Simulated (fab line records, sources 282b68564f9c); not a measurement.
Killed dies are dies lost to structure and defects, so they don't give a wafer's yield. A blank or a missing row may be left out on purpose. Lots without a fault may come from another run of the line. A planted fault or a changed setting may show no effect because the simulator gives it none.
One fault seen from 2 desks | flow rit_cmos | each desk has only its own numbers; what lay behind them comes last

THE TOOL OWNER'S DESK: iline_stepper-02
The tool's own readings at RIT_NLDD_EXPOSE_03 (exposes mask M7, target cd 40700 nm): means of the sampled wafers that have a number, for each lot that ran on this tool. A lot is out of limits, marked OUT, if its mean lies more than 4 standard deviations from the usual mean; the brackets give that distance.
Columns: A = exposure_dose_mJ_cm2 at RIT_NLDD_EXPOSE_03, usual 249.94
lot  | first seen here | A
L970 | day 2 23:40     | 249.94
L972 | day 3 04:55     | 250.09
L973 | day 3 13:28     | 249.95
L975 | day 3 22:37     | 249.85
L977 | day 4 06:47     | 250.15
L979 | day 4 20:10     | 249.76
L981 | day 5 07:34     | 249.78
L983 | day 5 16:39     | 249.71
L988 | day 6 16:26     | 249.95
L989 | day 6 21:13     | 250.06
This desk's finding: nothing out of limits on any of the 10 lots.

THE METROLOGY DESK
What the gauges read, lot by lot, whatever tool the lot ran on: means of the sampled wafers that have a number. A lot is out of limits, marked OUT, if its mean lies more than 4 standard deviations from the usual mean; the brackets give that distance.
Columns: A = NLDD_OVL at RIT_NLDD_OVL_MEAS_06, usual 0.3 nm
lot  | first seen here | A
L970 | day 3 00:04     | -0.0
L972 | day 3 05:19     | -1.4
L973 | day 3 13:54     | -0.2
L975 | day 3 22:59     | 0.8
L977 | day 4 07:09     | 0.6
L978 | day 4 16:14     | 0.0
L979 | day 4 20:34     | -1.5
L981 | day 5 07:58     | -150.6 (-99 or more) OUT
L983 | day 5 17:04     | -146.9 (-99 or more) OUT
L987 | day 6 12:36     | -1.2
L988 | day 6 16:50     | -151.2 (-99 or more) OUT
L989 | day 6 21:37     | -149.7 (-99 or more) OUT
L990 | day 7 05:00     | 1.1
L991 | day 7 07:25     | 1.3
L992 | day 7 10:16     | 0.1
L993 | day 7 18:29     | 1.6
This desk's finding: out of limits on L981, L983, L988, L989; first on L981, day 5 07:58 (NLDD_OVL at RIT_NLDD_OVL_MEAS_06). In limits: L970, L972, L973, L975, L977, L978, L979, L987, L990, L991, L992, L993.

PUT TOGETHER
The metrology desk could have raised an alarm at day 5 07:58, on L981, L983, L988, L989.
The tool owner's desk saw nothing out of limits.
The tool owner's desk has L981, L983, L988, L989 on record, within its limits.
Of the lots named, all ran RIT_NLDD_EXPOSE_03 on iline_stepper-02.

WHAT THE SIMULATOR HAD PUT IN
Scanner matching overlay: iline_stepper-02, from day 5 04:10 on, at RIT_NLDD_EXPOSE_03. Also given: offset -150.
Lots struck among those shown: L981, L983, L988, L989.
Hours from the fault's start to each desk's first reading out of limits: the metrology desk, 4.
